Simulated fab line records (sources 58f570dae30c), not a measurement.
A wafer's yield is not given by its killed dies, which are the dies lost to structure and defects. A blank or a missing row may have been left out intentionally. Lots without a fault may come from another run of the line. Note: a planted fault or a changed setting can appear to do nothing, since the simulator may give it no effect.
One fault through the eyes of 2 desks    flow berkeley cmos170    numbers are kept per desk, each desk with only its own; the story behind them comes last

## FOR THE TOOL OWNER'S DESK: rie diel-04
The tool's own readings at UCB170_V2_ETCH_14 (etches SiO2 in CHF3/CF4/Ar, stops on Al, target depth 1250 nm, time 291 s): means of the sampled wafers that have a number, for each lot that ran on this tool. The brackets show how far a lot's mean lies from the usual mean; more than 4 standard deviations puts the lot out of limits, marked OUT.
Columns: A = cf4 flow sccm at UCB170_V2_ETCH_14, usual 15.00 sccm; B = chamber pressure mTorr at UCB170_V2_ETCH_14, usual 200.03 mTorr; C = drypump motor current A at UCB170_V2_ETCH_14, usual 5.4 A; D = oes product au at UCB170_V2_ETCH_14, usual 0.873 a.u.; E = rf fwd power W at UCB170_V2_ETCH_14, usual 698.3 W; F = throttle valve pct at UCB170_V2_ETCH_14, usual 6.95 %
lot   first seen here  A      B       C    D      E                        F
L758  day 7 15:25      14.99  200.01  5.2  0.857  698.9                    7.05
L764  day 9 08:36      15.02  199.97  5.4  0.841  416.3 (-99 or more) OUT  7.07
L767  day 9 12:38      15.02  200.07  5.6  0.852  418.3 (-99 or more) OUT  7.10
This desk's finding: out of limits on L764, L767; first on L764, day 9 08:36 (rf fwd power W at UCB170_V2_ETCH_14). Within limits: L758.

## AT THE METROLOGY DESK
Lot by lot, what the gauges showed, no matter which tool ran the lot: averages of those sampled wafers that carry a number. The brackets show how far a lot's mean lies from the usual mean; more than 4 standard deviations puts the lot out of limits, marked OUT.
Columns: A = V1_OVL at UCB170_V1_OVL_MEAS_13, usual 3 nm; B = cd nm at UCB170_V2_CD_MEAS_90, usual 699.9 nm
lot   first seen here  A   B
L757  day 7 06:23      3   701.1
L758  day 7 08:37      9   698.7
L756  day 7 08:54      2   700.8
L755  day 7 08:57      2   698.5
L761  day 8 03:28      4   696.6
L764  day 9 03:17      2   693.8 (-4.1) OUT
L767  day 9 07:11      1   693.6 (-4.2) OUT
L770  day 10 14:07     -4  700.5
L771  day 10 18:35     5   701.1
L772  day 10 23:56     7   700.0
L776  day 11 08:03     3   698.3
L774  day 11 12:48     7   701.9
L775  day 11 12:58     0   699.9
L778  day 12 04:53     6   699.9
This desk's finding: out of limits on L764, L767; first on L764, day 9 08:55 (cd nm at UCB170_V2_CD_MEAS_90). Within limits: L757, L758, L756, L755, L761, L770, L771, L772, L776, L774, L775, L778.

## PUT TOGETHER
At day 9 08:36, on L764, L767, the tool owner's desk was in a position to raise an alarm.
The metrology desk could have raised an alarm at day 9 08:55, on L764, L767.
On rie diel-04, each named lot ran UCB170_V2_ETCH_14.

## WHAT THE SIMULATOR HAD PUT IN
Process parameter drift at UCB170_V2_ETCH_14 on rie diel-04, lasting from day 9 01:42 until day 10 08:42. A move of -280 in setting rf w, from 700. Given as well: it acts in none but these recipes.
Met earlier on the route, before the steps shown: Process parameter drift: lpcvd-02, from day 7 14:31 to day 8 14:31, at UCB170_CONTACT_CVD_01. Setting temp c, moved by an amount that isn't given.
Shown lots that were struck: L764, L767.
Time in hours from fault onset to the first out-of-limits reading at each desk: tool owner's desk 7, metrology desk 7.
